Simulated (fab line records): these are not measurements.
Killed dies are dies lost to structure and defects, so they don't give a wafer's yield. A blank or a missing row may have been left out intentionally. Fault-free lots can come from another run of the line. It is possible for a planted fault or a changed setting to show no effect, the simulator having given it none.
Which tool did it? | flow berkeley cmos170 | 14 lots with 42 wafers sampled at 6 steps, on a route of 331 steps

== WHAT EACH GAUGE READ, for each wafer ==
UCB170_PWELL_THK_MEAS_06. Usual: PWELL_NITRIDE_THK typically reads 220.3 nm, with standard deviation 2.2.
lot  | measured    | on            | PWELL_NITRIDE_THK (nm) | flag
L337 | day 2 18:47 | film metro-04 | 220.9 220.7 220.7      |
L339 | day 3 05:13 | film metro-01 | 217.2 216.7 216.8      |
L340 | day 3 08:50 | film metro-01 | 219.5 218.9 217.5      |
L341 | day 3 14:52 | film metro-03 | 221.9 220.0 222.5      |
L344 | day 4 05:05 | film metro-03 | 220.6 221.4 222.1      |
L345 | day 4 13:50 | film metro-04 | 160.4 161.1 161.4      | OFF
L346 | day 4 13:50 | film metro-03 | 164.6 163.7 164.5      | OFF
L351 | day 5 15:20 | film metro-01 | 221.5 222.2 221.2      |
L354 | day 6 07:16 | film metro-04 | 219.4 220.1 220.2      |
L356 | day 6 21:01 | film metro-04 | 219.3 220.4 219.7      |
L357 | day 7 07:00 | film metro-04 | 225.2 221.9 223.8      |
L358 | day 7 13:43 | film metro-01 | 220.3 217.9 219.2      |
L359 | day 7 13:44 | film metro-04 | 218.7 218.3 217.1      |
L360 | day 7 23:41 | film metro-01 | 217.9 217.9 217.8      |

UCB170_ACTIVE_THK_MEAS_03. Usual: ACTIVE_OXIDE_THK typically reads 26.6 nm, with standard deviation 0.43.
lot  | measured    | on            | ACTIVE_OXIDE_THK (nm) | flag
L337 | day 3 18:25 | film metro-02 | 26.5 26.6 26.9        |
L339 | day 4 03:07 | film metro-04 | 26.8 26.9 26.9        |
L340 | day 4 09:42 | film metro-03 | 26.7 27.0 26.7        |
L341 | day 4 12:57 | film metro-02 | 27.4 27.3 27.1        |
L344 | day 4 23:20 | film metro-02 | 26.8 27.0 26.5        |
L345 | day 5 10:25 | film metro-02 | 27.7 27.9 28.0        |
L346 | day 5 10:24 | film metro-04 | 27.1 27.5 27.4        |
L351 | day 6 10:40 | film metro-03 | 26.8 26.7 26.6        |
L354 | day 7 09:13 | film metro-04 | 26.3 26.3 26.7        |
L356 | day 8 00:27 | film metro-02 | 26.8 26.2 26.8        |
L357 | day 8 08:58 | film metro-04 | 25.9 26.7 26.3        |
L358 | day 8 15:55 | film metro-02 | 26.4 26.1 26.6        |
L359 | day 8 15:56 | film metro-04 | 26.1 25.9 26.6        |
L360 | day 9 05:39 | film metro-04 | 26.6 27.0 26.6        |

UCB170_GATE_OVL_MEAS_13. Usual: GATE_OVL typically reads 1 nm, with standard deviation 4.4.
lot  | measured     | on         | GATE_OVL (nm) | flag
L337 | day 6 01:10  | overlay-02 | -4 -4 2       |
L339 | day 6 07:43  | overlay-02 | 0 -7 -4       |
L340 | day 6 12:17  | overlay-02 | 4 3 5         |
L341 | day 6 11:53  | overlay-02 | -3 5 2        |
L344 | day 7 03:31  | overlay-01 | 4 -1 0        |
L345 | day 8 02:39  | overlay-01 | 6 -1 -2       |
L346 | day 8 02:22  | overlay-02 | 4 8 -3        |
L351 | day 9 03:28  | overlay-01 | 1 6 0         |
L354 | day 10 03:14 | overlay-02 | -2 -3 1       |
L356 | day 10 14:08 | overlay-02 | -2 -2 4       |
L357 | day 10 14:01 | overlay-02 | -7 2 -2       |
L358 | day 10 21:14 | overlay-02 | 1 6 0         |
L359 | day 10 21:31 | overlay-01 | 0 -3 2        |
L360 | day 11 21:10 | overlay-01 | -3 -2 0       |

UCB170_NLDD_CD_MEAS_06: target cd 1200 nm. Usual: cd nm 1200.0 nm, standard deviation 1.2.
lot  | measured     | on        | cd nm (nm)           | flag
L337 | day 6 04:28  | cd sem-02 | 1198.3 1197.7 1197.6 |
L339 | day 6 11:25  | cd sem-01 | 1199.8 1200.0 1200.3 |
L340 | day 6 16:15  | cd sem-01 | 1199.9 1198.7 1199.9 |
L341 | day 6 15:57  | cd sem-01 | 1199.0 1197.8 1198.9 |
L344 | day 7 07:25  | cd sem-01 | 1198.6 1198.9 1199.4 |
L345 | day 8 05:57  | cd sem-02 | 1201.0 1200.2 1199.5 |
L346 | day 8 05:41  | cd sem-01 | 1200.5 1201.1 1199.5 |
L351 | day 9 07:52  | cd sem-02 | 1199.8 1200.1 1200.0 |
L354 | day 10 06:37 | cd sem-01 | 1200.2 1200.9 1200.0 |
L356 | day 10 19:50 | cd sem-01 | 1200.3 1201.4 1201.3 |
L357 | day 10 19:01 | cd sem-01 | 1201.9 1199.7 1200.6 |
L358 | day 11 00:45 | cd sem-01 | 1199.2 1199.7 1199.8 |
L359 | day 11 01:02 | cd sem-01 | 1199.9 1200.7 1199.8 |
L360 | day 12 00:43 | cd sem-01 | 1200.9 1200.2 1200.4 |

== WHAT TOOL EACH LOT RAN ON (gives the tool, then ch and the chambers of the sampled wafers, and finally the start) ==
lot  | UCB170_PWELL_CVD_05        | UCB170_PWELL_ETCH_14
L337 | lpcvd-02 ch 0, day 2 16:51 | rie diel-01 ch 1,2, day 2 20:17
L339 | lpcvd-02 ch 1, day 3 03:17 | rie diel-03 ch 0,2, day 3 06:40
L340 | lpcvd-01 ch 1, day 3 05:58 | rie diel-02 ch 0,3, day 3 09:46
L341 | lpcvd-02 ch 1, day 3 12:57 | rie diel-02 ch 0,1,2, day 3 17:09
L344 | lpcvd-01 ch 0, day 4 03:07 | rie diel-03 ch 0,1,3, day 4 06:27
L345 | lpcvd-02 ch 0, day 4 10:57 | rie diel-03 ch 0,1,3, day 4 15:14
L346 | lpcvd-02 ch 1, day 4 10:57 | rie diel-02 ch 0,1, day 4 15:22
L351 | lpcvd-01 ch 0, day 5 13:24 | rie diel-03 ch 0,1,2, day 5 16:59
L354 | lpcvd-01 ch 1, day 6 05:22 | rie diel-01 ch 1,2, day 6 08:42
L356 | lpcvd-01 ch 0, day 6 19:05 | rie diel-02 ch 0,1,2, day 6 22:46
L357 | lpcvd-01 ch 0, day 7 05:05 | rie diel-03 ch 0,1,3, day 7 08:05
L358 | lpcvd-02 ch 1, day 7 11:49 | rie diel-01 ch 0,1,3, day 7 14:40
L359 | lpcvd-02 ch 1, day 7 11:49 | rie diel-03 ch 0,1,2, day 7 14:59
L360 | lpcvd-01 ch 0, day 7 21:44 | rie diel-01 ch 1,2,3, day 8 00:40
- UCB170_PWELL_CVD_05: deposits Si3N4 from SiH2Cl2/NH3, target thk 220 nm, time 3300 s.
- UCB170_PWELL_ETCH_14: etches Si3N4 in CH3F/Ar/O2, stops on SiO2, target depth 242 nm, time 151 s.

== WHAT THE TOOLS THEMSELVES READ (means of the sampled wafers that have a number; where no wafer has one, the mark that the record gives instead) ==
UCB170_PWELL_CVD_05. Usual: spike tc centre C 803.2 C, standard deviation 2; spike tc load C 825.4 C, standard deviation 2.6; spike tc source C 822.5 C, standard deviation 1.7; susceptor temp C 799.9 C, standard deviation 0.35; zone power source pct 20.5 %, standard deviation 1.6.
lot  | tool     | spike tc centre C (C) | spike tc load C (C) | spike tc source C (C) | susceptor temp C (C) | zone power source pct (%) | flag
L337 | lpcvd-02 | 802.2                 | 818.6               | 818.6                 | 799.8                | 24.3                      |
L339 | lpcvd-02 | 806.5                 | 825.4               | 823.6                 | 800.0                | 20.2                      |
L340 | lpcvd-01 | 803.8                 | 825.7               | 823.2                 | 799.7                | 18.5                      |
L341 | lpcvd-02 | 804.7                 | 825.3               | 822.5                 | 800.6                | 20.1                      |
L344 | lpcvd-01 | 801.1                 | 826.6               | 824.0                 | 799.8                | 20.7                      |
L345 | lpcvd-02 | 785.7                 | 802.4               | 801.4                 | 782.9                | 23.3                      | OFF
L346 | lpcvd-02 | 788.1                 | 808.6               | 806.1                 | 782.8                | 19.3                      | OFF
L351 | lpcvd-01 | 801.6                 | 827.4               | 823.3                 | 799.9                | 20.6                      |
L354 | lpcvd-01 | 802.6                 | 826.5               | 822.6                 | 799.8                | 18.6                      |
L356 | lpcvd-01 | 802.5                 | 827.3               | 824.5                 | 799.9                | 20.7                      |
L357 | lpcvd-01 | 801.3                 | 825.9               | 823.4                 | 799.9                | 20.8                      |
L358 | lpcvd-02 | 806.1                 | 825.7               | 822.4                 | 799.9                | 20.3                      |
L359 | lpcvd-02 | 805.8                 | 824.8               | 822.8                 | 799.9                | 20.2                      |
L360 | lpcvd-01 | 801.3                 | 827.6               | 823.1                 | 799.7                | 20.6                      |

UCB170_PWELL_ETCH_14. Usual: drypump motor current A 5.6 A, standard deviation 0.57; mfc ar sccm 50.00 sccm, standard deviation 0.16; oes product au 0.937 a.u., standard deviation 0.016; rf fwd power W 447.8 W, standard deviation 1.6; throttle valve pct 7.99 %, standard deviation 0.14.
lot  | tool        | drypump motor current A (A) | mfc ar sccm (sccm) | oes product au (a.u.) | rf fwd power W (W) | throttle valve pct (%) | flag
L337 | rie diel-01 | 5.5                         | 49.95              | 0.962                 | 447.7              | 8.15                   |
L339 | rie diel-03 | 5.6                         | 49.99              | 0.915                 | 447.3              | 7.89                   |
L340 | rie diel-02 | 5.9                         | 50.10              | 0.919                 | 447.4              | 7.92                   |
L341 | rie diel-02 | 6.2                         | 50.01              | 0.932                 | 447.2              | 7.96                   |
L344 | rie diel-03 | 5.1                         | 49.89              | 0.933                 | 448.0              | 7.93                   |
L345 | rie diel-03 | 5.2                         | 49.98              | 0.776                 | 447.2              | 7.93                   | OFF
L346 | rie diel-02 | 6.6                         | 50.05              | 0.800                 | 446.6              | 7.88                   | OFF
L351 | rie diel-03 | 5.5                         | 50.04              | 0.934                 | 447.8              | 7.91                   |
L354 | rie diel-01 | 5.3                         | 50.10              | 0.958                 | 449.1              | 8.19                   |
L356 | rie diel-02 | 6.2                         | 49.83              | 0.932                 | 447.2              | 7.97                   |
L357 | rie diel-03 | 5.2                         | 49.92              | 0.937                 | 448.1              | 7.94                   |
L358 | rie diel-01 | 5.6                         | 50.01              | 0.943                 | 450.1              | 8.09                   |
L359 | rie diel-03 | 5.6                         | 50.02              | 0.925                 | 448.8              | 7.91                   |
L360 | rie diel-01 | 5.3                         | 49.94              | 0.949                 | 448.0              | 8.05                   |

== THE ANSWER, worked out from the rows above alone ==
Rule: a lot counts as off when the mean over its wafers that have a number is more than 3 standard deviations away from the usual mean. Also off: a lot with no number at a reading for which 4 or more lots have one. Where the step has rows for the other lots, those lots are counted as sound. The gauges are gone through in route order, then the tools' own readings, and for those a lot's mean is taken as printed above. At the first step where some lot is off, the reading lying furthest off is the one used; lots without a number count as furthest.
Off: L345, L346, at UCB170_PWELL_THK_MEAS_06 (PWELL_NITRIDE_THK).
If a tool, at a process step before that reading, ran all the lots that are off and no sound lot after the first of them, it fits. The gauges at UCB170_PWELL_THK_MEAS_06 aren't tried: what is off there is off at UCB170_PWELL_CVD_05 too, on other tools, and a gauge's error can't cause that. Of those tried, none fits.

== WHAT THE SIMULATOR PUT IN ==
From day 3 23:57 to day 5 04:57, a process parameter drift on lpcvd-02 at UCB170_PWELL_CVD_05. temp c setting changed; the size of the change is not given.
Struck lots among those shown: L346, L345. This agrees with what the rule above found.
